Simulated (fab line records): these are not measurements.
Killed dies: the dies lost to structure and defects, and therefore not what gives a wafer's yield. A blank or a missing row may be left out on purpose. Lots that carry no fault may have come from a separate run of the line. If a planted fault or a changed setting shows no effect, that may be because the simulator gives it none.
Which tool was responsible? | flow rit cmos | 6 lots with 18 wafers sampled at 3 steps, on a route of 202 steps

## WHAT THE GAUGES READ, wafer by wafer
RIT_GATE_THK_MEAS_09.
lot  | measured    | on            | GATE_POLY_THK (nm)
L783 | day 2 23:09 | film metro-04 | 250.2 250.5 251.4
L785 | day 3 09:05 | film metro-03 | 252.1 250.1 253.2
L787 | day 3 19:08 | film metro-04 | 252.3 251.5 251.7
L794 | day 5 04:39 | film metro-04 | 251.9 250.5 249.9
L797 | day 5 20:53 | film metro-04 | 249.2 250.2 249.4
L801 | day 6 11:37 | film metro-01 | 249.7 248.6 246.8

## EACH LOT AND THE TOOL THAT RAN IT (in order: tool; ch and the chambers of the sampled wafers; start)
lot  | RIT_FOX1_WET_ETCH_02           | RIT_PWELL_STRIP_09
L783 | wet bench-03 ch 1, day 2 02:10 | plasma asher-04 ch 0,1, day 2 08:50
L785 | wet bench-01 ch 0, day 2 10:43 | plasma asher-04 ch 0,1, day 2 19:44
L787 | wet bench-02 ch 1, day 2 23:34 | plasma asher-01 ch 0,1, day 3 06:19
L794 | wet bench-03 ch 2, day 4 07:40 | plasma asher-01 ch 0,1, day 4 13:44
L797 | wet bench-02 ch 2, day 4 22:28 | plasma asher-04 ch 0,1, day 5 04:47
L801 | wet bench-02 ch 3, day 5 17:39 | plasma asher-01 ch 1, day 5 23:13
- RIT_FOX1_WET_ETCH_02: etches SiO2 in BOE, target depth 350 nm, time 390 s.
- RIT_PWELL_STRIP_09: strips in O2, time 180 s.

## THE ANSWER, worked out from the rows above alone
Rule: the lots themselves supply what counts as usual. Put in order of their means at a reading, lots are off if they are a third of the lots or fewer, leave a main group of 4 or more, and stand apart from it by a gap of 3 or more times the standard deviation of the main group's means; of several such gaps the widest counts. If all means in a main group match to the digits the tables above print for the reading, that group is not used. A lot without any number at a reading at which 4 lots or more have one is off too. Where the step has rows for the other lots, those lots are counted as sound.
No lot is off at any reading shown: from this, nothing can be told.

## WHAT THE SIMULATOR PUT IN
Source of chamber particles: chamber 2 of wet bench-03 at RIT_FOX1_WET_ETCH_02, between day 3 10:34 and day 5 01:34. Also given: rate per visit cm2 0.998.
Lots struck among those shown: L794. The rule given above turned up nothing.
